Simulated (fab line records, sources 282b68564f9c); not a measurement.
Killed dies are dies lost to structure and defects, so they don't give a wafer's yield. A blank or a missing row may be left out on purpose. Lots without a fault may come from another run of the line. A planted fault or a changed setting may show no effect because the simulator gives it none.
Split-lot experiment | flow rit_cmos | 5 lots, 23 wafers read, on a route of 202 steps

THE SPLIT
At RIT_SILICIDE_SPUTTER_01 (material Ti, target thk 30 nm, time 240 s), the setting power_w was moved away from the recipe's 350 W on 10 of the 23 wafers read, by -7.4% to +11.3%. The other wafers ran this setting at the recipe's value.

FROM THE SPLIT TO THE READING: what the file shows between them, 1 step
- RIT_SILICIDE_RS_MEAS_02: measures by four-point-probe

THE READING
SILICIDE_TI_THK, in nm, at RIT_SILICIDE_THK_MEAS_03 (measures by xrf). Fault-free wafers of this fab line usually give 30.0 nm, standard deviation 0.3 nm.

wafer  | tool, chamber at the split | power_w as run, W | against the recipe | SILICIDE_TI_THK, nm | against lot-mates on the recipe
L077.1 | pvd_sputter-04, -          | 350               | recipe             | 30.2                | -
L077.2 | pvd_sputter-04, -          | 350               | recipe             | 30.5                | -
L077.3 | pvd_sputter-04, -          | 389.7             | +11.3%             | 33.6                | +3.2
L077.4 | pvd_sputter-04, -          | 389.7             | +11.3%             | 33.6                | +3.2
L077.6 | pvd_sputter-04, -          | 389.7             | +11.3%             | 33.5                | +3.1
L078.1 | pvd_sputter-01, -          | 350               | recipe             | 30.1                | -
L078.3 | pvd_sputter-01, -          | 350               | recipe             | 29.9                | -
L078.5 | pvd_sputter-01, -          | 350               | recipe             | 30.1                | -
L079.2 | pvd_sputter-04, -          | 350               | recipe             | 29.8                | -
L079.3 | pvd_sputter-04, -          | 385.6             | +10.2%             | 33.1                | +3.3
L079.4 | pvd_sputter-04, -          | 350               | recipe             | 30.0                | -
L079.5 | pvd_sputter-04, -          | 350               | recipe             | 29.7                | -
L079.6 | pvd_sputter-04, -          | 385.6             | +10.2%             | 33.2                | +3.4
L081.1 | pvd_sputter-04, -          | 350               | recipe             | 30.3                | -
L081.2 | pvd_sputter-04, -          | 350               | recipe             | 30.3                | -
L081.4 | pvd_sputter-04, -          | 371.6             | +6.2%              | 32.2                | +1.9
L081.5 | pvd_sputter-04, -          | 371.6             | +6.2%              | 31.9                | +1.6
L081.6 | pvd_sputter-04, -          | 371.6             | +6.2%              | 32.0                | +1.7
L084.1 | pvd_sputter-02, -          | 350               | recipe             | 30.5                | -
L084.2 | pvd_sputter-02, -          | 324               | -7.4%              | 28.2                | -2.4
L084.3 | pvd_sputter-02, -          | 324               | -7.4%              | 27.5                | -3.1
L084.4 | pvd_sputter-02, -          | 350               | recipe             | 30.8                | -
L084.5 | pvd_sputter-02, -          | 350               | recipe             | 30.4                | -

THE FIT
A straight line over all 23 wafers: SILICIDE_TI_THK changes by +0.3 nm for each +1% of power_w; r = +0.99; the points scatter about the line by 0.27 nm.
The same after taking each lot's own level away (the mean of its wafers on the recipe; 23 wafers): +0.311 nm for each +1%; r = +0.99; scatter 0.23 nm.
On that fit, the largest move of power_w shifts the reading by 3.5 nm.
The lots' own levels span 29.83 to 30.57 nm, that is 2.4 times the standard deviation above.
So the lot-to-lot level changes the slope little: the two slopes agree.
Check: with one of the wafers moved furthest among these (+11.3%) left out of the fit, the line predicts +3.48 nm for it against its lot-mates. It came out at +3.25 nm against them.

OTHER SPLITS ON THESE WAFERS
These wafers also went through other splits before the reading. Each is held against what the fit with the lots' levels taken away leaves over:
other split on the same wafers | wafers away from the commonest value | r with SILICIDE_TI_THK (lot level and that fit taken away)
RIT_NLDD_COAT_01 resist_thk_nm | 11                                   | -0.04
RIT_PLDD_SOFTBAKE_02 temp_c    | 4                                    | -0.10
RIT_SPACER_ETCHBACK_05 time_s  | 10                                   | -0.30
RIT_PSD_COAT_01 resist_thk_nm  | 6                                    | +0.13
RIT_PSD_IMPLANT_08 dose_cm2    | 6                                    | +0.03

THE WHOLE CHAIN: every reading that the file lists as answering this split, in the file's order
step                     | what it does                              | reading                                                                           | change (the file's fit)              | r (the file's)
RIT_SILICIDE_SPUTTER_01  | material Ti, target thk 30 nm, time 240 s | Ti_of_SILICIDE_SPUTTER_01.thk_nm (the simulator's own value, which no gauge read) | +0.31 nm for each +1% of the setting | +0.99
RIT_SILICIDE_RS_MEAS_02  | measures by four-point-probe              | SILICIDE_TI_RS                                                                    | -0.573 for each +1% of the setting   | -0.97
RIT_SILICIDE_THK_MEAS_03 | measures by xrf                           | SILICIDE_TI_THK                                                                   | +0.311 for each +1% of the setting   | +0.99

THE FILE'S OWN FIT
SILICIDE_TI_THK changes by +0.311 nm for each +1% of power_w, r = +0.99.
